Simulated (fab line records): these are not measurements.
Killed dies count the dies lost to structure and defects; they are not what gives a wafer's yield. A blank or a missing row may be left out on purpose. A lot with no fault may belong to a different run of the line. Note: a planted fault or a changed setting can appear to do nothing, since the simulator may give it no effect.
Matching of chambers -- flow berkeley_cmos170 -- 3 sister chambers for UCB170_SPACER_CVD_00 on pecvd-01
The step deposits SiO2 from TEOS/O2, target thk 376 nm, time 47 s. 14 wafers are shown with their chamber, then 7 later ones without.

## EACH WAFER AND ITS CHAMBER
wafer,chamber,heater_power_w (W)
L911.1,2,279
L911.2,0,259
L911.3,1,294
L912.2,2,298
L912.4,1,307
L912.6,2,310
L913.2,2,273
L913.3,0,261
L913.4,0,272
L915.3,1,279
L915.4,2,279
L915.5,1,287
L921.1,0,264
L921.2,2,306

SIGNATURES, as means of the wafers listed above
reading,chamber 0,chamber 1,chamber 2,scatter within a chamber
heater_power_w,264.00,291.75,290.83,12.7
Rule: for each reading, subtract the chamber's mean from the wafer's reading, divide by that reading's scatter and square the result; add these up over the readings and take the root, which gives the wafer's distance from the chamber. If the next closest chamber is less than 2 further off than the closest, the wafer can't be placed; otherwise it belongs to the closest. The scatter: take each reading less its chamber's mean, square it, sum over the shown wafers, divide by the number of wafers less the number of chambers, and take the root.

## WAFERS WHOSE CHAMBER IS MISSING
wafer,heater_power_w (W)
L921.5,308
L924.2,244
L924.3,311
L924.5,309
L927.1,219
L927.3,243
L927.4,263

## CHAMBER TAKEN BY EACH
wafer,from the rows above,in truth
L921.5,can't be placed: 1 or 2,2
L924.2,0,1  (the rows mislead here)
L924.3,can't be placed: 1 or 2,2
L924.5,can't be placed: 1 or 2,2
L927.1,0,0
L927.3,0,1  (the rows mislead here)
L927.4,0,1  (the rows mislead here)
1 of 7 placed correctly. From these rows, 3 cannot be placed; in 3 the true chamber is one of the candidates. Wrongly placed: 3.
